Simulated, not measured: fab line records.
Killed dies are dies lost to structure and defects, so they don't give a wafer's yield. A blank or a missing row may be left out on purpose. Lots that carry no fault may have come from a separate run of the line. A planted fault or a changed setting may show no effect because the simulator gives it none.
What tool caused it? + flow rit-cmos + Sampling: 7 lots, 21 wafers, 2 of 202 route steps

== WHAT THE GAUGES SHOWED, per wafer ==
RIT_M1_OVL_MEAS_10.
| lot  | measured    | on         | M1_OVL (nm)       |
|------|-------------|------------|-------------------|
| L669 | day 3 13:12 | overlay-01 | -0.6 -0.9 -2.1    |
| L671 | day 3 23:01 | overlay-01 | 3.4 2.3 1.4       |
| L674 | day 4 14:33 | overlay-01 | 1.4 0.5 2.5       |
| L677 | day 5 04:50 | overlay-02 | 1.9 1.6 -1.7      |
| L679 | day 5 15:08 | overlay-02 | 1.3 2.5 2.6       |
| L681 | day 6 05:24 | overlay-02 | 1.6 1.7 1.3       |
| L689 | day 7 18:04 | overlay-02 | 361.4 362.3 361.2 |

== EACH LOT AND THE TOOL THAT RAN IT (in order: tool; ch and the chambers of the sampled wafers; start) ==
| lot  | RIT_M1_EXPOSE_06                   |
|------|------------------------------------|
| L669 | iline-stepper-01 ch 0, day 3 12:40 |
| L671 | iline-stepper-02 ch 0, day 3 22:28 |
| L674 | iline-stepper-02 ch 0, day 4 14:02 |
| L677 | iline-stepper-01 ch 0, day 5 04:17 |
| L679 | iline-stepper-01 ch 0, day 5 14:35 |
| L681 | iline-stepper-01 ch 0, day 6 04:50 |
| L689 | iline-stepper-02 ch 0, day 7 17:34 |
- RIT_M1_EXPOSE_06: exposes mask M12, target cd 2600 nm.

== THE ANSWER, worked out from the rows above alone ==
Rule: what is usual is taken from the lots themselves. Put in order of their means at a reading, lots are off if they are a third of the lots or fewer, leave a main group of 4 or more, and stand apart from it by a gap of 3 or more times the standard deviation of the main group's means; of several such gaps the widest counts. If all means in a main group match to the digits the tables above print for the reading, that group is not used. Also off: a lot with no number at a reading for which 4 or more lots have one. The other lots that the step has rows for count as sound.
Off: L689, at RIT_M1_OVL_MEAS_10 (M1_OVL). Main group: mean 1.1 nm, sd 1.2.
A tool fits if, at a process step before that reading, it ran every lot that is off, and no sound lot after the first of them. The gauges at RIT_M1_OVL_MEAS_10 are tried like those tools. Can't be told from this: 2 tools fit, iline-stepper-02 at RIT_M1_EXPOSE_06, overlay-02 at RIT_M1_OVL_MEAS_10.

== WHAT THE SIMULATOR PUT IN ==
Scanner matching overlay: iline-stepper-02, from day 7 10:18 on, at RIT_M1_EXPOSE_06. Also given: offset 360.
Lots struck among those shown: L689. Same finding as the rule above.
